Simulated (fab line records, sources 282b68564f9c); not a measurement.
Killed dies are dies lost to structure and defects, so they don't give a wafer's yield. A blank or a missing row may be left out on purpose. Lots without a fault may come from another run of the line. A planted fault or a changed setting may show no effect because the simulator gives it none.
fab line records | flow rit_cmos
record lots=5 wafers=27
route steps=202 shown GATE@81 CONTACT@179 M1@200
start_h: hours from the record's first day to the start of the lot's first wafer shown | wait_h: hours since the lot's step before | " the same as in the row above | L1.1+2: a row that stands for several wafers | - no value, or no start given | * or withheld: withheld | < > ~ a bound
route shown NAME@n: a module of which the file shows steps, and the number in the route of the first | usual: mean/standard deviation of fault-free wafers | same: alike in all rows | chamber/n: place in a boat | sites: the reading at each site | _std_site: their standard deviation | _edge_site: outer sites' mean less inner sites' | radius_mm: how far each site lies from the wafer's centre | mask NAME#n: copy n | behind: the tool/chamber that last shaped the wafer | hold: why the lot was held/for how many hours/how that ended | device: the transistor (n, p or np) that didn't switch | end of line: the same wafers' tests at the end of the route | a step without rows: its recipe alone | killed: dies lost to structure and defects at the first sort, not the wafer's yield | map: a wafer's dies, x killed, . not, _ none there
set.NAME: the setting as run; set.NAME@STEP: as run at that earlier step | model.NAME: the simulator's own value behind a step, which no gauge read
lots whose settings were changed on purpose; a table a step, a row a wafer
## steps
# step RIT_GATE_OXIDATION_05
# recipe temp_c=900 ambient=O2 target_thk_a=30 ox_time_s=270
# columns lot.wafer tool chamber start_h wait_h set.ox_time_s model.SiO2_of_GATE_OXIDATION_05.thk_nm
L075.1 - - - 1.8 345.3 3.732
L075.2 " - " " 345.3 3.658
L075.3 " - " " 345.3 3.669
L075.4 " - " " 345.3 3.64
L075.5 " - " " 345.3 3.672
L075.6 " - " " 345.3 3.62
L079.1 furnace-01 0 61.02 0.1 270 2.979
L079.4 " 0 " " 270 2.999
L079.6 " 0 " " 270 2.967
L081.1 - - - 0.1 124.3 1.566
L081.2 " - " " 124.3 1.52
L081.3 " - " " 124.3 1.513
L081.4 " - " " 124.3 1.498
L081.5 " - " " 124.3 1.458
L081.6 " - " " 124.3 1.556
L084.1+6 - - - 0.1 416.7 4.091
L084.2 " - " " 416.7 4.102
L084.3 " - " " 416.7 4.115
L084.4 " - " " 416.7 4.052
L084.5 " - " " 416.7 4.065
L085.1 - - - 1.6 430.9 4.217
L085.2 " - " " 430.9 4.27
L085.3 " - " " 430.9 4.261
L085.4 " - " " 430.9 4.24
L085.5 " - " " 430.9 4.239
L085.6 " - " " 430.9 4.244
# step RIT_GATE_ANNEAL_06
# recipe temp_c=900 time_s=600 ambient=N2O
# step RIT_GATE_THK_MEAS_07
# recipe reads=SiO2_of_GATE_OXIDATION_05
# usual GATE_OXIDE_THK=2.99/0.058
# columns lot.wafer tool chamber start_h wait_h set.ox_time_s@GATE_OXIDATION_05 GATE_OXIDE_THK[nm]
L075.1 film_metro-02 - 45.02 0.0 345.3 3.74
L075.2 " - " " 345.3 3.69
L075.3 " - " " 345.3 3.68
L075.4 " - " " 345.3 3.63
L075.5 " - " " 345.3 3.70
L075.6 " - " " 345.3 3.63
L079.1 film_metro-03 - 62.34 0.0 270 2.94
L079.4 " - " " 270 2.99
L079.6 " - " " 270 2.97
L081.1 film_metro-01 - 74.11 0.0 124.3 1.54
L081.2 " - " " 124.3 1.55
L081.3 " - " " 124.3 1.55
L081.4 " - " " 124.3 1.55
L081.5 " - " " 124.3 1.44
L081.6 " - " " 124.3 1.56
L084.1 film_metro-01 - 85.06 0.0 416.7 4.09
L084.2 " - " " 416.7 4.12
L084.3 " - " " 416.7 4.14
L084.4 " - " " 416.7 4.01
L084.5 " - " " 416.7 4.06
L084.6 " - " " 416.7 4.12
L085.1 film_metro-02 - 95.49 0.0 430.9 4.21
L085.2 " - " " 430.9 4.27
L085.3 " - " " 430.9 4.25
L085.4 " - " " 430.9 4.25
L085.5 " - " " 430.9 4.22
L085.6 " - " " 430.9 4.20
# step RIT_CONTACT_ETCH_11
# recipe target_depth_a=4800 over_etch_frac=0.2 stop_on=TiSi2 chemistry=CHF3/CF4/Ar target=SiO2 CHF3_flow_sccm=50 cf4_flow_sccm=10 Ar_flow_sccm=100 O2_flow_sccm=5 pressure_mtorr=100 rf_w=200 time_s=320
# columns lot.wafer tool chamber start_h wait_h set.time_s model.CONTACT.feature_depth_nm model.etch.depth_nm model.NOVOLAK_of_CONTACT_COAT_03.thk_nm
L075.1 rie_diel-02 3 63.35 0.1 320 395.8 395.8 769.7
L075.2 " 1 " " 395 400 400 742.5
L075.3 " 0 " " 320 402.2 402.2 770.8
L075.4 " 2 " " 320 400.9 400.9 776.5
L075.5 " 1 " " 395 402.3 402.3 742.9
L075.6 " 2 " " 395 404.1 404.1 752.5
L079.1 rie_diel-01 0 81.54 0.1 320 395.5 395.5 776.4
L079.4 " 3 " " 320 406.3 406.3 772.8
L079.6 " 1 " " 320 407.9 407.9 771.9
L081.1 rie_diel-02 2 92.92 0.1 178.6 259.3 259.3 815.6
L081.2 " 0 " " 178.6 271.2 271.2 812.4
L081.3 " 1 " " 178.6 269.2 269.2 817
L081.4 " 3 " " 320 409.5 409.5 765.4
L081.5 " 3 " " 320 402 402 765.1
L081.6 " 2 " " 320 401.3 401.3 768.4
L084.1 rie_diel-01 3 108.63 0.1 415.8 401.9 401.9 736.2
L084.2 " 1 " " 415.8 403.4 403.4 732.6
L084.3 " 0 " " 320 401.4 401.4 772.7
L084.4 " 0 " " 320 408 408 773.8
L084.5 " 3 " " 415.8 403.3 403.3 736.4
L084.6 " 1 " " 320 409.9 409.9 766
L085.1 rie_diel-01 2 113.80 0.1 320 403.6 403.6 765.7
L085.2 " 0 " " 320 401.6 401.6 769.5
L085.3 " 1 " " 320 398.7 398.7 761
L085.4 " 3 " " 320 401.7 401.7 764.7
L085.5 " 1 " " 320 407.5 407.5 761.8
L085.6 " 2 " " 320 404.9 404.9 764.9
# step RIT_CONTACT_STRIP_12
# recipe chemistry=O2 time_s=171.1 resist=NOVOLAK platen_temp_c=withheld power_w=500 pressure_mtorr=4000 o2_flow_sccm=4000
# step RIT_M1_ANNEAL_15
# recipe temp_c=450 time_s=1833 ambient=forming_gas_H2N2
# step RIT_M1_PROBE_99
# usual killed_at_contacts=0.1/0.3 killed_at_front_end=7/3 killed_dies=7/3 killed_open=3.3/1.9 killed_short=3.3/2
# same gross_dies=264 killed_at_M0_to_M3=0 killed_at_M4_up=0 killed_at_back_side=0 killed_at_other=0
# columns lot.wafer tool chamber start_h wait_h set.ox_time_s@GATE_OXIDATION_05 killed_at_contacts killed_at_front_end killed_dies killed_open killed_short model.etest.pmos_0p3.r_on_ohm_um model.etest.nmos_0p3.r_on_ohm_um model.etest.nmos_0p15.drive_ua_um model.etest.nmos_narrow.drive_ua_um model.etest.nmos_0p3.drive_ua_um
L075.1 prober-02 - 68.68 0.1 345.3 0 13 13 7 6 7583 2549 383.6 172.3 172.4
L075.2 prober-02 - 68.73 0.1 345.3 0 9 9 5 4 7548 2492 376.5 174.5 174.1
L075.3 prober-02 - 68.78 0.2 345.3 0 6 6 4 2 7553 2531 379.7 172.2 172.9
L075.4 prober-02 - 68.83 0.2 345.3 0 6 6 2 4 7459 2532 382.6 176.4 175.6
L075.5 prober-02 - 68.88 0.2 345.3 0 8 8 7 1 7552 2554 377.3 173.7 175
L075.6 prober-02 - 68.93 0.2 345.3 0 8 8 4 4 7391 2464 375.1 175.6 175.2
L079.1 prober-02 - 86.58 0.1 270 0 8 8 5 3 6160 2142 474.8 232.1 233.2
L079.4 prober-02 - 86.73 0.2 270 0 7 7 3 4 6177 2145 473 230.2 228.5
L079.6 prober-02 - 86.83 0.2 270 0 5 5 3 2 6182 2133 483.6 235.3 233.1
L081.1 prober-02 - 98.14 0.1 124.3 255 9 264 5 4 - - - - -
L081.2 prober-02 - 98.19 0.1 124.3 257 7 264 5 2 - - - - -
L081.3 prober-02 - 98.24 0.2 124.3 259 5 264 3 0 - - - - -
L081.4 prober-02 - 98.29 0.2 124.3 0 13 13 6 1 - - - - -
L081.5 prober-02 - 98.34 0.2 124.3 0 15 15 3 1 - - - - -
L081.6 prober-02 - 98.39 0.2 124.3 0 17 17 3 3 - - - - -
L084.1 prober-01 - 113.50 0.1 416.7 0 5 5 4 1 8171 2731 350.1 145.1 143.1
L084.2 prober-01 - 113.55 0.1 416.7 1 8 9 5 4 8130 2741 342.8 143.6 143.4
L084.3 prober-01 - 113.60 0.2 416.7 0 10 10 6 4 8196 2757 349.7 143.7 144
L084.4 prober-01 - 113.65 0.2 416.7 0 8 8 4 4 8144 2750 347.4 145.5 146.2
L084.5 prober-01 - 113.70 0.2 416.7 0 11 11 8 3 8092 2744 349.8 147.5 147.3
L084.6 prober-01 - 113.75 0.2 416.7 0 11 11 5 6 8108 2711 351.4 143.9 144.1
L085.1 prober-02 - 118.66 0.1 430.9 0 4 4 3 1 8473 2820 336.4 138.3 139.7
L085.2 prober-02 - 118.71 0.1 430.9 0 2 2 1 1 8670 2855 342.4 135.9 136.2
L085.3 prober-02 - 118.76 0.2 430.9 1 2 3 1 2 8635 2857 330.9 136.4 137.5
L085.4 prober-02 - 118.81 0.2 430.9 0 3 3 3 0 8535 2771 341.2 138.5 139
L085.5 prober-02 - 118.86 0.2 430.9 0 6 6 3 3 8577 2850 339.4 136.3 138.9
L085.6 prober-02 - 118.91 0.2 430.9 0 11 11 8 3 8568 2826 342.5 135.9 138.4
# killed by level:class
L075.1 GATE:geometric_particle:open=4 GATE:geometric_particle:short=4 REOX:geometric_particle:open=2 SILICIDE:geometric_particle:short=2 SILICIDE:geometric_particle:open=1
L075.2 GATE:geometric_particle:open=2 GATE:geometric_particle:short=2 SPACER:geometric_particle:short=2 FOX2:geometric_particle:open=1 SPACER:geometric_particle:open=1 SILICIDE:geometric_particle:open=1
L075.3 GATE:geometric_particle:short=1 GATE:geometric_particle:open=1 REOX:geometric_particle:open=1 SPACER:geometric_particle:open=1 SPACER:geometric_particle:short=1 SILICIDE:geometric_particle:open=1
L075.4 GATE:geometric_particle:short=2 ACTIVE:geometric_particle:short=1 GATE:geometric_particle:open=1 REOX:geometric_particle:open=1 SILICIDE:geometric_particle:short=1
L075.5 GATE:geometric_particle:open=4 REOX:geometric_particle:open=2 SPACER:geometric_particle:open=1 SPACER:geometric_particle:short=1
L075.6 FOX1:geometric_particle:open=1 FOX1:geometric_particle:short=1 FOX2:geometric_particle:short=1 GATE:geometric_particle:short=1 GATE:geometric_particle:open=1 SPACER:geometric_particle:open=1 SILICIDE:geometric_particle:short=1 SILICIDE:geometric_particle:open=1
L079.1 GATE:geometric_particle:short=3 FOX1:geometric_particle:open=2 GATE:geometric_particle:open=2 SPACER:geometric_particle:open=1
L079.4 REOX:geometric_particle:open=2 FOX1:geometric_particle:open=1 FOX1:geometric_particle:short=1 REOX:geometric_particle:short=1 SPACER:geometric_particle:short=1 SILICIDE:geometric_particle:short=1
L079.6 GATE:geometric_particle:open=2 FOX1:geometric_particle:short=1 SILICIDE:geometric_particle:short=1 SILICIDE:geometric_particle:open=1
L081.1 CONTACT:area_etch=255 GATE:geometric_particle:open=4 FOX1:geometric_particle:short=1 FOX2:geometric_particle:short=1 GATE:geometric_particle:short=1 SPACER:geometric_particle:open=1 SILICIDE:geometric_particle:short=1
L081.2 CONTACT:area_etch=257 GATE:geometric_particle:open=2 SILICIDE:geometric_particle:open=2 FOX2:geometric_particle:open=1 GATE:geometric_particle:short=1 SILICIDE:geometric_particle:short=1
L081.3 CONTACT:area_etch=259 GATE:area_oxidation=2 REOX:geometric_particle:open=1 SPACER:geometric_particle:open=1 SILICIDE:geometric_particle:open=1
L081.4 GATE:area_oxidation=6 REOX:geometric_particle:open=2 SPACER:geometric_particle:open=2 FOX1:geometric_particle:open=1 SILICIDE:geometric_particle:short=1 SILICIDE:geometric_particle:open=1
L081.5 GATE:area_oxidation=11 GATE:geometric_particle:open=1 GATE:geometric_particle:short=1 REOX:geometric_particle:open=1 SPACER:geometric_particle:open=1
L081.6 GATE:area_oxidation=11 GATE:geometric_particle:short=2 GATE:geometric_particle:open=2 REOX:geometric_particle:short=1 REOX:geometric_particle:open=1
L084.1 GATE:geometric_particle:open=2 FOX1:geometric_particle:open=1 SPACER:geometric_particle:open=1 SILICIDE:geometric_particle:short=1
L084.2 FOX1:geometric_particle:open=1 FOX1:geometric_particle:short=1 FOX2:geometric_particle:open=1 GATE:geometric_particle:open=1 GATE:geometric_particle:short=1 REOX:geometric_particle:short=1 REOX:geometric_particle:open=1 SPACER:geometric_particle:open=1
L084.3 SILICIDE:geometric_particle:open=4 FOX1:geometric_particle:short=2 REOX:geometric_particle:open=2 SPACER:geometric_particle:short=2
L084.4 SPACER:geometric_particle:open=3 GATE:geometric_particle:short=2 FOX2:geometric_particle:short=1 SPACER:geometric_particle:short=1 SILICIDE:geometric_particle:open=1
L084.5 SPACER:geometric_particle:open=4 SILICIDE:geometric_particle:open=2 FOX2:geometric_particle:open=1 GATE:geometric_particle:short=1 GATE:geometric_particle:open=1 SPACER:geometric_particle:short=1 SILICIDE:geometric_particle:short=1
L084.6 GATE:geometric_particle:short=2 SPACER:geometric_particle:short=2 SPACER:geometric_particle:open=2 SILICIDE:geometric_particle:open=2 FOX1:geometric_particle:short=1 FOX1:geometric_particle:open=1 SILICIDE:geometric_particle:short=1
L085.1 GATE:geometric_particle:open=2 REOX:geometric_particle:short=1 REOX:geometric_particle:open=1
L085.2 FOX2:geometric_particle:short=1 SILICIDE:geometric_particle:open=1
L085.3 FOX2:geometric_particle:short=1 GATE:geometric_particle:short=1 CONTACT:geometric_particle:open=1
L085.4 REOX:geometric_particle:open=3
L085.5 FOX1:geometric_particle:open=2 SILICIDE:geometric_particle:short=2 GATE:geometric_particle:short=1 SILICIDE:geometric_particle:open=1
L085.6 GATE:geometric_particle:open=3 SPACER:geometric_particle:open=2 SILICIDE:geometric_particle:open=2 FOX1:geometric_particle:short=1 FOX1:geometric_particle:open=1 GATE:geometric_particle:short=1 SILICIDE:geometric_particle:short=1
## key
split step=RIT_GATE_OXIDATION_05 setting=ox_time_s stated=270 by=lot
response step=RIT_GATE_OXIDATION_05 reading=model.SiO2_of_GATE_OXIDATION_05.thk_nm change=+0.0239 per=1% r=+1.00
response step=RIT_GATE_THK_MEAS_07 reading=GATE_OXIDE_THK change=+0.0237 per=1% r=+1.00
response step=RIT_M1_PROBE_99 reading=model.etest.pmos_0p3.r_on_ohm_um change=+36.5 per=1% r=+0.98
response step=RIT_M1_PROBE_99 reading=model.etest.nmos_0p3.r_on_ohm_um change=+10.8 per=1% r=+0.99
response step=RIT_M1_PROBE_99 reading=model.etest.nmos_0p15.drive_ua_um change=-2.07 per=1% r=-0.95
response step=RIT_M1_PROBE_99 reading=model.etest.nmos_narrow.drive_ua_um change=-1.5 per=1% r=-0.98
response step=RIT_M1_PROBE_99 reading=model.etest.nmos_0p3.drive_ua_um change=-1.47 per=1% r=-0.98
split step=RIT_CONTACT_ETCH_11 setting=time_s stated=320 by=wafer
response step=RIT_CONTACT_ETCH_11 reading=model.CONTACT.feature_depth_nm shape=bent at_lowest=266.6 at_stated=403.3 at_highest=402.8
response step=RIT_CONTACT_ETCH_11 reading=model.etch.depth_nm shape=bent at_lowest=266.6 at_stated=403.3 at_highest=402.8
response step=RIT_CONTACT_ETCH_11 reading=model.NOVOLAK_of_CONTACT_COAT_03.thk_nm change=-1.13 per=1% r=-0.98
